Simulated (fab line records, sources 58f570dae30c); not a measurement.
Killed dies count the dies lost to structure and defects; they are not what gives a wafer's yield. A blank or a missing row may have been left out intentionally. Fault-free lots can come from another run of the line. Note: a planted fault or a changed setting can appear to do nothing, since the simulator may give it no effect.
fab line records :: flow berkeley_cmos170
record
  lots=15
  wafers=45
  last_day=13
route steps=331 shown NWELL@28
lots with no fault: from the same line, run without faults
start_h: the number of hours between the record's first day and the start of the first shown wafer of the lot :: wait_h: time in hours since the lot's previous step :: " identical to the entry in the row above :: L1.1+2: a single row standing in for several wafers :: - either no value or no given start :: * or withheld: withheld :: < > ~ a bound
route shown NAME@n: a module of which the file shows steps, and the number in the route of the first :: usual: average and standard deviation across the fault-free wafers :: same: alike in all rows :: chamber/n: place in a boat :: sites: per-site readings :: _std_site: standard deviation of those values :: _edge_site: outer sites' mean less inner sites' :: radius_mm: for every site, how far away it sits from the centre of the wafer :: mask NAME#n: copy n :: behind: the tool/chamber that last shaped the wafer :: hold: why the lot was held/for how many hours/how that ended :: device: whichever transistor did not switch (one of n, p or np) :: end of line: tests of these same wafers at the route's end :: where a step has no rows: the recipe by itself :: killed: dies that structure and defects cost at the first sort, which is not the same as the wafer's yield :: map: dies across one wafer; x = killed, . = not, _ = none there
set.NAME: the setting the step ran with; set.NAME@STEP: the setting that earlier step ran with :: model.NAME: the simulator's own value behind a step, which no gauge read
one table for each step of the route and one row for each wafer, over a sample of lots
services: when a tool's chamber went out of use (start_h, in hours from the record's first day, below 0 if earlier), for how many hours, and the reason
## steps
# step UCB170_NWELL_IMPLANT_14
# recipe
  species=P
  dose_cm2=1e+13
  energy_kev=150
  tilt_deg=7
lot.wafer: L753.1+4+6
tool: implanter-02
chamber: 0
start_h: 39.35
wait_h: 0.1

lot.wafer: L754.1+3+5
tool: implanter-01
chamber: 0
start_h: 39.44
wait_h: 0.1

lot.wafer: L758.1+2+6
tool: implanter-04
chamber: 0
start_h: 58.94
wait_h: 0.1

lot.wafer: L757.1+4+5
tool: implanter-01
chamber: 0
start_h: 58.99
wait_h: 0.1

lot.wafer: L756.4+5+6
tool: implanter-02
chamber: 0
start_h: 59.22
wait_h: 0.1

lot.wafer: L759.2+4+5
tool: implanter-01
chamber: 0
start_h: 67.51
wait_h: 0.1

lot.wafer: L761.2+5+6
tool: implanter-01
chamber: 0
start_h: 77.02
wait_h: 0.1

lot.wafer: L761.2+5+6
tool: implanter-01
chamber: 0
start_h: 77.34
wait_h: 0.3

lot.wafer: L760.2+5+6
tool: implanter-04
chamber: 0
start_h: 77.30
wait_h: 0.1

lot.wafer: L762.1+3+6
tool: implanter-02
chamber: 0
start_h: 77.46
wait_h: 0.1

lot.wafer: L762.1+3+6
tool: implanter-02
chamber: 0
start_h: 77.78
wait_h: 0.3

lot.wafer: L768.1+5+6
tool: implanter-02
chamber: 0
start_h: 107.90
wait_h: 0.1

lot.wafer: L768.1+5+6
tool: implanter-02
chamber: 0
start_h: 108.21
wait_h: 0.3

lot.wafer: L773.1+2+6
tool: implanter-01
chamber: 0
start_h: 134.65
wait_h: 0.1

lot.wafer: L772.1+2+6
tool: implanter-04
chamber: 0
start_h: 134.89
wait_h: 0.1

lot.wafer: L774.1+2+3
tool: implanter-01
chamber: 0
start_h: 146.76
wait_h: 0.1

lot.wafer: L775.1+2+6
tool: implanter-02
chamber: 0
start_h: 152.20
wait_h: 0.1

lot.wafer: L776.3+5+6
tool: implanter-02
chamber: 0
start_h: 158.26
wait_h: 0.1
# step UCB170_NWELL_TW_MEAS_16
# usual
  NWELL_TW=1246/7.7
lot.wafer: L753.1
tool: film_metro-04
chamber: -
start_h: 39.60
wait_h: 0.1
NWELL_TW: 1259

lot.wafer: L753.4
tool: film_metro-04
chamber: -
start_h: 39.60
wait_h: 0.1
NWELL_TW: 1249

lot.wafer: L753.6
tool: film_metro-04
chamber: -
start_h: 39.60
wait_h: 0.1
NWELL_TW: 1253

lot.wafer: L754.1
tool: film_metro-04
chamber: -
start_h: 39.69
wait_h: 0.1
NWELL_TW: 1248

lot.wafer: L754.3
tool: film_metro-04
chamber: -
start_h: 39.69
wait_h: 0.1
NWELL_TW: 1253

lot.wafer: L754.5
tool: film_metro-04
chamber: -
start_h: 39.69
wait_h: 0.1
NWELL_TW: 1260

lot.wafer: L758.1
tool: film_metro-01
chamber: -
start_h: 59.19
wait_h: 0.1
NWELL_TW: 1252

lot.wafer: L758.2
tool: film_metro-01
chamber: -
start_h: 59.19
wait_h: 0.1
NWELL_TW: 1255

lot.wafer: L758.6
tool: film_metro-01
chamber: -
start_h: 59.19
wait_h: 0.1
NWELL_TW: 1250

lot.wafer: L757.1
tool: film_metro-03
chamber: -
start_h: 59.24
wait_h: 0.1
NWELL_TW: 1236

lot.wafer: L757.4
tool: film_metro-03
chamber: -
start_h: 59.24
wait_h: 0.1
NWELL_TW: 1232

lot.wafer: L757.5
tool: film_metro-03
chamber: -
start_h: 59.24
wait_h: 0.1
NWELL_TW: 1240

lot.wafer: L756.4
tool: film_metro-01
chamber: -
start_h: 59.42
wait_h: 0.1
NWELL_TW: 1251

lot.wafer: L756.5
tool: film_metro-01
chamber: -
start_h: 59.42
wait_h: 0.1
NWELL_TW: 1254

lot.wafer: L756.6
tool: film_metro-01
chamber: -
start_h: 59.42
wait_h: 0.1
NWELL_TW: 1252

lot.wafer: L759.2
tool: film_metro-03
chamber: -
start_h: 67.75
wait_h: 0.1
NWELL_TW: 1235

lot.wafer: L759.4
tool: film_metro-03
chamber: -
start_h: 67.75
wait_h: 0.1
NWELL_TW: 1236

lot.wafer: L759.5
tool: film_metro-03
chamber: -
start_h: 67.75
wait_h: 0.1
NWELL_TW: 1239

lot.wafer: L760.2
tool: film_metro-03
chamber: -
start_h: 77.53
wait_h: 0.1
NWELL_TW: 1240

lot.wafer: L760.5
tool: film_metro-03
chamber: -
start_h: 77.53
wait_h: 0.1
NWELL_TW: 1241

lot.wafer: L760.6
tool: film_metro-03
chamber: -
start_h: 77.53
wait_h: 0.1
NWELL_TW: 1234

lot.wafer: L761.2
tool: film_metro-03
chamber: -
start_h: 77.59
wait_h: 0.1
NWELL_TW: 1548

lot.wafer: L761.5
tool: film_metro-03
chamber: -
start_h: 77.59
wait_h: 0.1
NWELL_TW: 1554

lot.wafer: L761.6
tool: film_metro-03
chamber: -
start_h: 77.59
wait_h: 0.1
NWELL_TW: 1547

lot.wafer: L761.2
tool: film_metro-03
chamber: -
start_h: 77.89
wait_h: 0.3
NWELL_TW: 1547

lot.wafer: L761.5
tool: film_metro-03
chamber: -
start_h: 77.89
wait_h: 0.3
NWELL_TW: 1539

lot.wafer: L761.6
tool: film_metro-03
chamber: -
start_h: 77.89
wait_h: 0.3
NWELL_TW: 1548

lot.wafer: L762.1
tool: film_metro-03
chamber: -
start_h: 78.03
wait_h: 0.1
NWELL_TW: 1547

lot.wafer: L762.3
tool: film_metro-03
chamber: -
start_h: 78.03
wait_h: 0.1
NWELL_TW: 1546

lot.wafer: L762.6
tool: film_metro-03
chamber: -
start_h: 78.03
wait_h: 0.1
NWELL_TW: 1545

lot.wafer: L762.1
tool: film_metro-03
chamber: -
start_h: 78.25
wait_h: 0.2
NWELL_TW: 1548

lot.wafer: L762.3
tool: film_metro-03
chamber: -
start_h: 78.25
wait_h: 0.2
NWELL_TW: 1542

lot.wafer: L762.6
tool: film_metro-03
chamber: -
start_h: 78.25
wait_h: 0.2
NWELL_TW: 1544

lot.wafer: L768.1
tool: film_metro-01
chamber: -
start_h: 108.51
wait_h: 0.1
NWELL_TW: 1565

lot.wafer: L768.5
tool: film_metro-01
chamber: -
start_h: 108.51
wait_h: 0.1
NWELL_TW: 1565

lot.wafer: L768.6
tool: film_metro-01
chamber: -
start_h: 108.51
wait_h: 0.1
NWELL_TW: 1564

lot.wafer: L768.1
tool: film_metro-01
chamber: -
start_h: 108.74
wait_h: 0.2
NWELL_TW: 1570

lot.wafer: L768.5
tool: film_metro-01
chamber: -
start_h: 108.74
wait_h: 0.2
NWELL_TW: 1569

lot.wafer: L768.6
tool: film_metro-01
chamber: -
start_h: 108.74
wait_h: 0.2
NWELL_TW: 1565

lot.wafer: L773.1
tool: film_metro-04
chamber: -
start_h: 134.90
wait_h: 0.1
NWELL_TW: 1251

lot.wafer: L773.2
tool: film_metro-04
chamber: -
start_h: 134.90
wait_h: 0.1
NWELL_TW: 1253

lot.wafer: L773.6
tool: film_metro-04
chamber: -
start_h: 134.90
wait_h: 0.1
NWELL_TW: 1251

lot.wafer: L772.1
tool: film_metro-01
chamber: -
start_h: 135.14
wait_h: 0.1
NWELL_TW: 1247

lot.wafer: L772.2
tool: film_metro-01
chamber: -
start_h: 135.14
wait_h: 0.1
NWELL_TW: 1250

lot.wafer: L772.6
tool: film_metro-01
chamber: -
start_h: 135.14
wait_h: 0.1
NWELL_TW: 1239

lot.wafer: L774.1
tool: film_metro-01
chamber: -
start_h: 147.01
wait_h: 0.1
NWELL_TW: 1262

lot.wafer: L774.2
tool: film_metro-01
chamber: -
start_h: 147.01
wait_h: 0.1
NWELL_TW: 1251

lot.wafer: L774.3
tool: film_metro-01
chamber: -
start_h: 147.01
wait_h: 0.1
NWELL_TW: 1250

lot.wafer: L775.1
tool: film_metro-03
chamber: -
start_h: 152.45
wait_h: 0.1
NWELL_TW: 1235

lot.wafer: L775.2
tool: film_metro-03
chamber: -
start_h: 152.45
wait_h: 0.1
NWELL_TW: 1240

lot.wafer: L775.6
tool: film_metro-03
chamber: -
start_h: 152.45
wait_h: 0.1
NWELL_TW: 1243

lot.wafer: L776.3
tool: film_metro-01
chamber: -
start_h: 158.48
wait_h: 0.1
NWELL_TW: 1257

lot.wafer: L776.5
tool: film_metro-01
chamber: -
start_h: 158.48
wait_h: 0.1
NWELL_TW: 1252

lot.wafer: L776.6
tool: film_metro-01
chamber: -
start_h: 158.48
wait_h: 0.1
NWELL_TW: 1262
## services
tool: implanter-04
chamber: -
start_h: 21.45
hours: 1.1
kind: repair

tool: implanter-04
chamber: -
start_h: 102.71
hours: 1.7
kind: repair

tool: implanter-02
chamber: -
start_h: 135.25
hours: 3.5
kind: pm
## key
first_sign
  step=UCB170_NWELL_IMPLANT_14
  reading=visit
  direction=added
effect
  step=UCB170_NWELL_TW_MEAS_16
  reading=visit
  direction=added
effect
  step=UCB170_NWELL_TW_MEAS_16
  reading=NWELL_TW
  direction=up
  sigmas=40
  usual=1246
  struck=1553
met_at UCB170_NWELL_IMPLANT_14
struck_lots L761,L762,L768
sort_left_out L762.1,L762.3,L762.6,L768.1,L768.5,L768.6
tester_left_out L761,L762,L768
fault
  kind=repeated_step_whole
  tool=implanter-01,implanter-02,implanter-04
  chamber=-
  onset_h=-
  steps=UCB170_NWELL_IMPLANT_14
  times=1
  scope=struck_lots_only
# tester_left_out: of these lots the tester's yield and bins aren't shown, on N5 and GAA mostly nor the transistor test; their killed dies are dies lost to structure and defects alone, not to doping, threshold or leakage, so they don't give the yield
# sort_left_out: the simulated sort isn't trusted on such a fault, so these wafers' sort isn't shown, and their yield isn't known
